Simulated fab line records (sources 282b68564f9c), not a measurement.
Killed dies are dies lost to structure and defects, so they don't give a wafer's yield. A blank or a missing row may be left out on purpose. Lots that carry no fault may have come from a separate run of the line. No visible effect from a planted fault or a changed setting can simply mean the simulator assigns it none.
fab line records    flow rit_cmos    part 1 of 2: steps 1 to 27 of 37
[record] lots = 5  wafers = 15  last_day = 7
route steps=202 shown NLDD@105 PLDD@114 SPACER@125 NSD@131
lots that met no fault: taken from a fault-free run of the same line
start_h: hours from the record's first day to the start of the lot's first wafer shown    wait_h: how many hours have passed since the lot's step before this one    " same as the row above    L1.1+2: several wafers, shown together as one row    - no value, or no start given    * or withheld: withheld    < > ~ a bound
route shown NAME@n: names a module that has steps shown in the file, with the first one's number in the route    usual: the fault-free wafers' mean and standard deviation    same: alike in all rows    chamber/n: place in a boat    sites: each site's reading    _std_site: standard deviation across them    _edge_site: mean of outer sites minus mean of inner sites    radius_mm: how far each site lies from the wafer's centre    mask NAME#n: copy n    behind: the most recent tool/chamber to have shaped the wafer    hold: why the lot was held/for how many hours/how that ended    device: transistor that didn't switch, given as n, p or np    end of line: tests run on the same wafers once the route is complete    a step given without rows: its recipe and nothing more    killed: the dies lost at the first sort to structure and to defects; this is not the yield of the wafer    map: the dies of a wafer, with x for killed, . for not killed, _ for no die there
set.NAME: the setting that was run; set.NAME@STEP: the one run at that earlier step    model.NAME: the simulator's own value behind a step, which no gauge read
lots at selected steps of the route; one table per step, one row per wafer
services: a tool's chamber out of use, with start hour (start_h, from the record's first day; less than 0 if before it), hours out, and reason
[[steps]]
[step RIT_NLDD_SOFTBAKE_02]
[recipe] resist = NOVOLAK  temp_c = 90  time_s = 60
[usual] resist_line_temp_C = 22.99/0.11
lot.wafer  tool            chamber  start_h  wait_h  resist_line_temp_C
L076.1     litho_track-03  0        54.96    0.1     22.95
L076.4     "               0        "        "       22.75
L076.5     "               0        "        "       22.84
L086.4     litho_track-01  0        107.23   0.1     23.04
L086.5     "               0        "        "       23.07
L086.6     "               0        "        "       23.15
L087.1     litho_track-01  0        116.37   0.1     23.06
L087.5     "               0        "        "       23.01
L087.6     "               0        "        "       23.04
L091.1     litho_track-01  0        139.13   0.1     23.08
L091.3     "               0        "        "       22.88
L091.6     "               0        "        "       22.88
L094.1     litho_track-01  0        154.59   0.1     22.96
L094.2     "               0        "        "       23.00
L094.6     "               0        "        "       22.95
[step RIT_NLDD_EXPOSE_03]
[recipe] mask_id = M7  na = 0.57  target_cd_nm = 40700  dose_mj = 250
lot.wafer   tool              chamber  start_h  wait_h  mask
L076.1+4+5  iline_stepper-02  0        55.24    0.2     M7#0
L086.4+5+6  iline_stepper-02  0        107.36   0.1     M7#0
L087.1+5+6  iline_stepper-02  0        116.52   0.1     M7#0
L091.1+3+6  iline_stepper-01  0        139.28   0.1     M7#0
L094.1+2+6  iline_stepper-01  0        154.86   0.2     M7#0
[step RIT_NLDD_PEB_04]
[recipe] resist = NOVOLAK  temp_c = withheld  time_s = withheld
[usual] resist_line_temp_C = *
lot.wafer  tool            chamber  start_h  wait_h  resist_line_temp_C
L076.1     litho_track-03  0        55.43    0.2     *
L076.4     "               0        "        "       *
L076.5     "               0        "        "       *
L086.4     litho_track-01  0        107.49   0.1     *
L086.5     "               0        "        "       *
L086.6     "               0        "        "       *
L087.1     litho_track-04  0        116.64   0.1     *
L087.5     "               0        "        "       *
L087.6     "               0        "        "       *
L091.1     litho_track-03  0        139.40   0.1     *
L091.3     "               0        "        "       *
L091.6     "               0        "        "       *
L094.1     litho_track-01  0        154.99   0.1     *
L094.2     "               0        "        "       *
L094.6     "               0        "        "       *
[step RIT_NLDD_DEVELOP_05]
[recipe] resist = NOVOLAK  develop_time_s = 50  dev_temp_c = 23
[usual] resist_line_temp_C = 23.02/0.097
lot.wafer  tool            chamber  start_h  wait_h  resist_line_temp_C
L076.1     litho_track-03  0        -        -       23.10
L076.4     "               0        "        "       22.99
L076.5     "               0        "        "       23.12
L086.4     litho_track-01  0        -        -       22.86
L086.5     "               0        "        "       22.90
L086.6     "               0        "        "       22.95
L087.1     litho_track-04  0        -        -       22.99
L087.5     "               0        "        "       22.91
L087.6     "               0        "        "       22.90
L091.1     litho_track-03  0        -        -       22.93
L091.3     "               0        "        "       23.11
L091.6     "               0        "        "       22.98
L094.1     litho_track-01  0        -        -       23.12
L094.2     "               0        "        "       22.96
L094.6     "               0        "        "       23.01
[step RIT_NLDD_OVL_MEAS_06]
[usual] NLDD_OVL = -0.4/1.3
lot.wafer  tool        chamber  start_h  wait_h  NLDD_OVL[nm]
L076.1     overlay-02  -        55.72    -       1.0
L076.4     "           -        "        "       -1.3
L076.5     "           -        "        "       -1.8
L086.4     overlay-01  -        107.72   -       1.0
L086.5     "           -        "        "       -0.3
L086.6     "           -        "        "       0.7
L087.1     overlay-01  -        116.92   -       -0.1
L087.5     "           -        "        "       -0.3
L087.6     "           -        "        "       0.1
L091.1     overlay-01  -        139.68   -       1.1
L091.3     "           -        "        "       1.5
L091.6     "           -        "        "       2.4
L094.1     overlay-02  -        155.27   -       0.7
L094.2     "           -        "        "       0.8
L094.6     "           -        "        "       -0.5
[step RIT_NLDD_HARDBAKE_07]
[recipe] resist = NOVOLAK  temp_c = 140  time_s = 60
[usual] resist_line_temp_C = 23.02/0.1
lot.wafer  tool            chamber  start_h  wait_h  resist_line_temp_C
L076.1     litho_track-03  0        55.75    0.0     23.11
L076.4     "               0        "        "       23.06
L076.5     "               0        "        "       23.14
L086.4     litho_track-03  0        107.81   0.1     22.98
L086.5     "               0        "        "       23.07
L086.6     "               0        "        "       23.17
L087.1     litho_track-03  0        116.95   0.0     22.98
L087.5     "               0        "        "       22.90
L087.6     "               0        "        "       22.77
L091.1     litho_track-01  0        139.72   0.0     22.96
L091.3     "               0        "        "       22.85
L091.6     "               0        "        "       22.91
L094.1     litho_track-01  0        155.31   0.0     23.09
L094.2     "               0        "        "       23.04
L094.6     "               0        "        "       23.01
[step RIT_NLDD_IMPLANT_08]
[recipe] species = P  energy_kev = 20  dose_cm2 = 5e+14  tilt_deg = 7
[usual] faraday_current_uA = 1575/31
lot.wafer  tool          chamber  start_h  wait_h  faraday_current_uA
L076.1     implanter-01  0        55.90    0.1     1579
L076.4     "             0        "        "       1533
L076.5     "             0        "        "       1575
L086.4     implanter-02  0        107.96   0.1     1617
L086.5     "             0        "        "       1602
L086.6     "             0        "        "       1618
L087.1     implanter-04  0        117.10   0.1     1616
L087.5     "             0        "        "       1545
L087.6     "             0        "        "       1584
L091.1     implanter-02  0        139.87   0.1     1624
L091.3     "             0        "        "       1603
L091.6     "             0        "        "       1586
L094.1     implanter-02  0        155.46   0.1     1545
L094.2     "             0        "        "       1554
L094.6     "             0        "        "       1601
[step RIT_NLDD_STRIP_09]
[recipe] chemistry = O2  time_s = 180  resist = NOVOLAK  platen_temp_c = withheld  power_w = 500  pressure_mtorr = 4000  o2_flow_sccm = 4000
[usual] drypump_motor_current_A = 5.7/0.49  o2_flow_sccm = 4000/13
lot.wafer  tool             chamber  start_h  wait_h  drypump_motor_current_A  o2_flow_sccm  rf_hours_counter_h
L076.1     plasma_asher-02  1        56.05    0.1     5.9                      3993          44
L076.4     "                1        "        "       5.9                      3976          -
L076.5     "                1        "        "       5.9                      4003          -
L086.4     plasma_asher-03  0        108.10   0.1     5.8                      3988          -
L086.5     "                1        "        "       5.2                      4009          -
L086.6     "                0        "        "       5.8                      3992          -
L087.1     plasma_asher-03  0        117.25   0.1     5.7                      3997          33
L087.5     "                1        "        "       5.2                      4014          -
L087.6     "                0        "        "       5.8                      4004          -
L091.1     plasma_asher-02  1        140.02   0.1     5.9                      3998          2
L091.3     "                0        "        "       6.5                      4004          -
L091.6     "                1        "        "       5.9                      4003          -
L094.1     plasma_asher-01  0        155.61   0.1     5.3                      3984          43
L094.2     "                1        "        "       4.9                      4016          43
L094.6     "                0        "        "       5.3                      4005          -
[step RIT_NLDD_TW_MEAS_10]
[usual] NLDD_TW = 2506/26
lot.wafer  tool           chamber  start_h  wait_h  NLDD_TW
L076.1     film_metro-03  -        56.23    0.1     2505
L076.4     "              -        "        "       2525
L076.5     "              -        "        "       2508
L086.4     film_metro-03  -        108.24   0.1     2523
L086.5     "              -        "        "       2522
L086.6     "              -        "        "       2526
L087.1     film_metro-03  -        117.43   0.1     2535
L087.5     "              -        "        "       2517
L087.6     "              -        "        "       2542
L091.1     film_metro-01  -        140.19   0.1     2467
L091.3     "              -        "        "       2477
L091.6     "              -        "        "       2484
L094.1     film_metro-03  -        155.78   0.1     2528
L094.2     "              -        "        "       2529
L094.6     "              -        "        "       2527
[step RIT_PLDD_HMDS_00]
[recipe] prime_time_s = 60  prime_temp_c = 140
[usual] resist_line_temp_C = 23.00/0.092
lot.wafer  tool            chamber  start_h  wait_h  resist_line_temp_C
L076.1     litho_track-02  0        56.29    0.1     22.88
L076.4     "               0        "        "       23.08
L076.5     "               0        "        "       23.10
L086.4     litho_track-01  0        108.35   0.1     23.21
L086.5     "               0        "        "       23.14
L086.6     "               0        "        "       23.03
L087.1     litho_track-02  0        117.49   0.1     23.07
L087.5     "               0        "        "       23.08
L087.6     "               0        "        "       23.09
L091.1     litho_track-02  0        140.25   0.1     23.00
L091.3     "               0        "        "       23.21
L091.6     "               0        "        "       23.01
L094.1     litho_track-04  0        155.92   0.1     23.12
L094.2     "               0        "        "       22.95
L094.6     "               0        "        "       23.11
[step RIT_PLDD_COAT_01]
[recipe] resist = NOVOLAK  spin_rpm = 3250  resist_thk_nm = 1000
[usual] resist_line_temp_C = 23.02/0.091  spin_speed_rpm = 3250.0/1.7
lot.wafer  tool            chamber  start_h  wait_h  resist_line_temp_C  spin_speed_rpm
L076.1     litho_track-02  0        56.44    0.1     23.00               3248.1
L076.4     "               0        "        "       22.95               3249.0
L076.5     "               0        "        "       23.12               3249.2
L086.4     litho_track-01  0        108.50   0.1     22.98               3251.9
L086.5     "               0        "        "       22.93               3248.5
L086.6     "               0        "        "       22.83               3248.5
L087.1     litho_track-02  0        117.64   0.1     22.82               3250.3
L087.5     "               0        "        "       22.82               3249.0
L087.6     "               0        "        "       22.98               3248.8
L091.1     litho_track-02  0        140.40   0.1     23.10               3250.2
L091.3     "               0        "        "       23.28               3250.7
L091.6     "               0        "        "       23.20               3247.8
L094.1     litho_track-04  0        156.07   0.1     22.96               3251.2
L094.2     "               0        "        "       22.95               3247.8
L094.6     "               0        "        "       23.01               3248.7
[step RIT_PLDD_SOFTBAKE_02]
[recipe] resist = NOVOLAK  temp_c = 90  time_s = 60
[usual] resist_line_temp_C = 23.02/0.11
lot.wafer  tool            chamber  start_h  wait_h  resist_line_temp_C
L076.1     litho_track-02  0        56.59    0.1     22.77
L076.4     "               0        "        "       22.99
L076.5     "               0        "        "       22.91
L086.4     litho_track-01  0        108.65   0.1     23.15
L086.5     "               0        "        "       23.14
L086.6     "               0        "        "       23.11
L087.1     litho_track-02  0        117.79   0.1     23.06
L087.5     "               0        "        "       22.83
L087.6     "               0        "        "       22.90
L091.1     litho_track-02  0        140.55   0.1     22.98
L091.3     "               0        "        "       23.12
L091.6     "               0        "        "       22.87
L094.1     litho_track-04  0        156.22   0.1     23.02
L094.2     "               0        "        "       23.06
L094.6     "               0        "        "       23.01
[step RIT_PLDD_EXPOSE_03]
[recipe] mask_id = M8  na = 0.57  target_cd_nm = 40900  dose_mj = 250
lot.wafer   tool              chamber  start_h  wait_h  mask
L076.1+4+5  iline_stepper-02  0        56.74    0.1     M8#0
L086.4+5+6  iline_stepper-01  0        108.78   0.1     M8#0
L087.1+5+6  iline_stepper-01  0        117.94   0.1     M8#0
L091.1+3+6  iline_stepper-01  0        140.70   0.1     M8#0
L094.1+2+6  iline_stepper-02  0        156.49   0.2     M8#0
[step RIT_PLDD_PEB_04]
[recipe] resist = NOVOLAK  temp_c = withheld  time_s = withheld
[usual] resist_line_temp_C = *
lot.wafer  tool            chamber  start_h  wait_h  resist_line_temp_C
L076.1     litho_track-01  0        56.86    0.1     *
L076.4     "               0        "        "       *
L076.5     "               0        "        "       *
L086.4     litho_track-01  0        108.92   0.1     *
L086.5     "               0        "        "       *
L086.6     "               0        "        "       *
L087.1     litho_track-01  0        118.06   0.1     *
L087.5     "               0        "        "       *
L087.6     "               0        "        "       *
L091.1     litho_track-04  0        140.82   0.1     *
L091.3     "               0        "        "       *
L091.6     "               0        "        "       *
L094.1     litho_track-04  0        156.61   0.1     *
L094.2     "               0        "        "       *
L094.6     "               0        "        "       *
[step RIT_PLDD_DEVELOP_05]
[recipe] resist = NOVOLAK  develop_time_s = 50  dev_temp_c = 23
[usual] resist_line_temp_C = 23.00/0.1
lot.wafer  tool            chamber  start_h  wait_h  resist_line_temp_C
L076.1     litho_track-01  0        -        -       23.10
L076.4     "               0        "        "       23.07
L076.5     "               0        "        "       22.98
L086.4     litho_track-01  0        -        -       22.92
L086.5     "               0        "        "       23.09
L086.6     "               0        "        "       23.13
L087.1     litho_track-01  0        -        -       23.12
L087.5     "               0        "        "       23.03
L087.6     "               0        "        "       23.00
L091.1     litho_track-04  0        -        -       23.03
L091.3     "               0        "        "       23.08
L091.6     "               0        "        "       23.00
L094.1     litho_track-04  0        -        -       22.95
L094.2     "               0        "        "       22.96
L094.6     "               0        "        "       23.15
[step RIT_PLDD_OVL_MEAS_06]
[usual] PLDD_OVL = 0.5/1.4
lot.wafer  tool        chamber  start_h  wait_h  PLDD_OVL[nm]
L076.1     overlay-02  -        57.14    -       -1.1
L076.4     "           -        "        "       -0.2
L076.5     "           -        "        "       -0.3
L086.4     overlay-01  -        109.14   -       1.5
L086.5     "           -        "        "       1.1
L086.6     "           -        "        "       2.3
L087.1     overlay-01  -        118.34   -       2.3
L087.5     "           -        "        "       1.8
L087.6     "           -        "        "       1.8
L091.1     overlay-01  -        141.10   -       1.4
L091.3     "           -        "        "       1.6
L091.6     "           -        "        "       1.2
L094.1     overlay-02  -        156.89   -       -0.1
L094.2     "           -        "        "       -1.0
L094.6     "           -        "        "       -2.2
[step RIT_PLDD_HARDBAKE_07]
[recipe] resist = NOVOLAK  temp_c = 140  time_s = 60
[usual] resist_line_temp_C = 23.03/0.094
lot.wafer  tool            chamber  start_h  wait_h  resist_line_temp_C
L076.1     litho_track-04  0        57.17    0.0     23.15
L076.4     "               0        "        "       22.99
L076.5     "               0        "        "       23.22
L086.4     litho_track-04  0        109.24   0.1     23.04
L086.5     "               0        "        "       23.03
L086.6     "               0        "        "       23.01
L087.1     litho_track-02  0        118.38   0.0     23.20
L087.5     "               0        "        "       23.09
L087.6     "               0        "        "       23.10
L091.1     litho_track-02  0        141.14   0.0     22.91
L091.3     "               0        "        "       23.04
L091.6     "               0        "        "       22.95
L094.1     litho_track-02  0        156.93   0.0     22.81
L094.2     "               0        "        "       23.09
L094.6     "               0        "        "       23.11
[step RIT_PLDD_IMPLANT_08]
[recipe] species = BF2  energy_kev = 20  dose_cm2 = 9e+14  tilt_deg = 7
[usual] faraday_current_uA = 2820/56
lot.wafer  tool          chamber  start_h  wait_h  faraday_current_uA
L076.1     implanter-01  0        57.32    0.1     2872
L076.4     "             0        "        "       2777
L076.5     "             0        "        "       2650
L086.4     implanter-03  0        109.39   0.1     2797
L086.5     "             0        "        "       2771
L086.6     "             0        "        "       2757
L087.1     implanter-01  0        118.53   0.1     2861
L087.5     "             0        "        "       2739
L087.6     "             0        "        "       2938
L091.1     implanter-02  0        141.29   0.1     2876
L091.3     "             0        "        "       2910
L091.6     "             0        "        "       2920
L094.1     implanter-01  0        157.08   0.1     2831
L094.2     "             0        "        "       2810
L094.6     "             0        "        "       2851
[step RIT_PLDD_STRIP_09]
[recipe] chemistry = O2  time_s = 180  resist = NOVOLAK  platen_temp_c = withheld  power_w = 500  pressure_mtorr = 4000  o2_flow_sccm = 4000
[usual] drypump_motor_current_A = 5.4/0.33  o2_flow_sccm = 4001/14
lot.wafer  tool             chamber  start_h  wait_h  drypump_motor_current_A  o2_flow_sccm  rf_hours_counter_h
L076.1     plasma_asher-04  1        57.47    0.1     5.9                      3994          45
L076.4     "                0        "        "       5.3                      4007          -
L076.5     "                1        "        "       5.9                      3980          -
L086.4     plasma_asher-03  0        109.52   0.1     5.8                      3975          -
L086.5     "                1        "        "       5.3                      3986          -
L086.6     "                0        "        "       5.8                      4005          -
L087.1     plasma_asher-01  0        118.68   0.1     5.3                      4006          40
L087.5     "                1        "        "       4.9                      4021          -
L087.6     "                0        "        "       5.3                      4038          -
L091.1     plasma_asher-04  0        141.44   0.1     5.3                      4020          53
L091.3     "                1        "        "       5.9                      3994          -
L091.6     "                0        "        "       5.3                      4024          -
L094.1     plasma_asher-04  0        157.23   0.1     5.3                      3999          55
L094.2     "                1        "        "       5.9                      4004          55
L094.6     "                1        "        "       5.9                      4011          -
[step RIT_PLDD_TW_MEAS_10]
[usual] PLDD_TW = 2356/25
lot.wafer  tool           chamber  start_h  wait_h  PLDD_TW
L076.1     film_metro-04  -        57.65    0.1     2327
L076.4     "              -        "        "       2335
L076.5     "              -        "        "       2322
L086.4     film_metro-03  -        109.67   0.1     2379
L086.5     "              -        "        "       2385
L086.6     "              -        "        "       2388
L087.1     film_metro-03  -        118.85   0.1     2384
L087.5     "              -        "        "       2387
L087.6     "              -        "        "       2369
L091.1     film_metro-03  -        141.62   0.1     2387
L091.3     "              -        "        "       2392
L091.6     "              -        "        "       2401
L094.1     film_metro-01  -        157.42   0.1     2332
L094.2     "              -        "        "       2342
L094.6     "              -        "        "       2356
[step RIT_SPACER_CLEAN_00]
[recipe] chemistry = SC1  mix = 3:3:50  time_s = 600  temp_c = 75
[usual] bath_guard_temp_C = 75.0/0.42
lot.wafer  tool          chamber  start_h  wait_h  bath_guard_temp_C
L076.1     wet_bench-04  0        57.71    0.1     75.2
L076.4     "             0        "        "       75.1
L076.5     "             0        "        "       75.2
L086.4     wet_bench-03  0        109.70   0.0     74.9
L086.5     "             0        "        "       75.1
L086.6     "             0        "        "       74.6
L087.1     wet_bench-03  3        118.91   0.1     75.1
L087.5     "             3        "        "       75.1
L087.6     "             3        "        "       75.0
L091.1     wet_bench-01  1        141.68   0.1     74.4
L091.3     "             1        "        "       74.3
L091.6     "             1        "        "       74.5
L094.1     wet_bench-04  0        157.48   0.1     75.3
L094.2     "             0        "        "       75.4
L094.6     "             0        "        "       75.0
[step RIT_SPACER_CLEAN_01]
[recipe] chemistry = dHF  dilution = 50:1  time_s = 30
lot.wafer   tool          chamber  start_h  wait_h
L076.1+4+5  wet_bench-03  2        57.88    0.0
L086.4+5+6  wet_bench-01  2        109.87   0.0
L087.1+5+6  wet_bench-01  3        119.09   0.0
L091.1+3+6  wet_bench-03  3        141.85   0.0
L094.1+2+6  wet_bench-01  3        157.68   0.0
[step RIT_SPACER_CLEAN_02]
[recipe] chemistry = SC2  mix = 3:3:50  time_s = 600  temp_c = 75  dry = n2_spin
[usual] bath_guard_temp_C = 75.3/0.6
lot.wafer  tool          chamber  start_h  wait_h  bath_guard_temp_C
L076.1     wet_bench-04  3        57.90    0.0     76.6
L076.4     "             3        "        "       76.4
L076.5     "             3        "        "       76.3
L086.4     wet_bench-03  3        109.89   0.0     74.9
L086.5     "             3        "        "       75.2
L086.6     "             3        "        "       75.5
L087.1     wet_bench-04  2        119.10   0.0     74.5
L087.5     "             2        "        "       74.4
L087.6     "             2        "        "       74.6
L091.1     wet_bench-04  0        141.87   0.0     75.7
L091.3     "             0        "        "       75.2
L091.6     "             0        "        "       75.5
L094.1     wet_bench-03  1        157.70   0.0     75.3
L094.2     "             1        "        "       75.7
L094.6     "             1        "        "       75.6
[step RIT_SPACER_CVD_03]
[recipe] material = Si3N4  target_thk_nm = 250  temp_c = 810  precursor = SiH2Cl2/NH3  time_s = 3300  pressure_mtorr = 300  sih2cl2_flow_sccm = 60  nh3_flow_sccm = 150
[usual] nh3_flow_sccm = 150.0/0.43
lot.wafer  tool      chamber  start_h  wait_h  nh3_flow_sccm
L076.1     lpcvd-02  1        58.08    0.0     150.0
L076.4     "         1        "        "       149.9
L076.5     "         1        "        "       149.6
L086.4     lpcvd-01  0        111.35   1.3     150.0
L086.5     "         0        "        "       149.6
L086.6     "         0        "        "       149.6
L087.1     lpcvd-02  1        119.28   0.0     151.3
L087.5     "         1        "        "       150.4
L087.6     "         1        "        "       150.5
L091.1     lpcvd-02  0        142.18   0.1     150.4
L091.3     "         0        "        "       150.7
L091.6     "         0        "        "       149.8
L094.1     lpcvd-02  0        158.81   0.9     149.2
L094.2     "         0        "        "       149.9
L094.6     "         0        "        "       149.3
[step RIT_SPACER_THK_MEAS_04]
[recipe] reads = Si3N4_of_SPACER_CVD_03
[usual] SPACER_NITRIDE_THK = 251.1/2.3
lot.wafer  tool           chamber  start_h  wait_h  SPACER_NITRIDE_THK[nm]
L076.1     film_metro-01  -        59.99    0.0     252.0
L076.4     "              -        "        "       251.4
L076.5     "              -        "        "       251.3
L086.4     film_metro-01  -        113.29   0.0     251.7
L086.5     "              -        "        "       252.9
L086.6     "              -        "        "       252.1
L087.1     film_metro-03  -        121.19   0.0     247.6
L087.5     "              -        "        "       247.6
L087.6     "              -        "        "       250.2
L091.1     film_metro-02  -        144.10   0.0     251.2
L091.3     "              -        "        "       251.3
L091.6     "              -        "        "       250.0
L094.1     film_metro-02  -        161.68   0.0     252.1
L094.2     "              -        "        "       254.9
L094.6     "              -        "        "       252.7
[step RIT_SPACER_ETCHBACK_05]
[recipe] target_depth_a = 2500  SF6_flow_sccm = 30  CHF3_flow_sccm = 30  target = Si3N4  chemistry = SF6/CHF3  pressure_mtorr = 40  rf_w = 250  time_s = 240  stop_on = SiO2
[usual] drypump_motor_current_A = 5.6/0.42  oes_product_au = 0.850/0.017  throttle_valve_pct = 10.28/0.16
lot.wafer  tool         chamber  start_h  wait_h  drypump_motor_current_A  oes_product_au  rf_hours_counter_h  throttle_valve_pct
L076.1     rie_diel-03  1        60.05    0.1     6.2                      0.849           19                  10.32
L076.4     "            0        "        "       5.0                      0.827           46                  10.12
L076.5     "            0        "        "       5.0                      0.819           -                   10.10
L086.4     rie_diel-03  3        113.32   0.0     5.7                      0.865           1                   10.02
L086.5     "            0        "        "       4.9                      0.829           -                   10.12
L086.6     "            1        "        "       6.3                      0.856           -                   10.33
L087.1     rie_diel-03  3        121.25   0.1     5.7                      0.867           1                   10.01
L087.5     "            1        "        "       6.2                      0.855           -                   10.32
L087.6     "            2        "        "       5.6                      0.832           -                   10.21
L091.1     rie_diel-02  1        144.16   0.1     6.1                      0.848           80                  10.33
L091.3     "            0        "        "       5.0                      0.865           148                 10.19
L091.6     "            3        "        "       5.6                      0.845           -                   10.59
L094.1     rie_diel-02  2        161.74   0.1     5.5                      0.861           7                   10.28
L094.2     "            0        "        "       5.0                      0.882           149                 10.20
L094.6     "            0        "        "       5.0                      0.880           -                   10.20
[step RIT_NSD_HMDS_00]
[recipe] prime_time_s = 60  prime_temp_c = 140
[usual] resist_line_temp_C = 23.03/0.11
lot.wafer  tool            chamber  start_h  wait_h  resist_line_temp_C
L076.1     litho_track-02  0        60.20    0.1     23.05
L076.4     "               0        "        "       23.12
L076.5     "               0        "        "       22.99
L086.4     litho_track-02  0        113.55   0.1     23.21
L086.5     "               0        "        "       23.12
L086.6     "               0        "        "       23.16
L087.1     litho_track-03  0        121.40   0.1     22.73
L087.5     "               0        "        "       22.93
L087.6     "               0        "        "       22.86
L091.1     litho_track-04  0        144.31   0.1     23.07
L091.3     "               0        "        "       23.08
L091.6     "               0        "        "       23.03
L094.1     litho_track-03  0        161.89   0.1     22.87
L094.2     "               0        "        "       22.81
L094.6     "               0        "        "       22.97
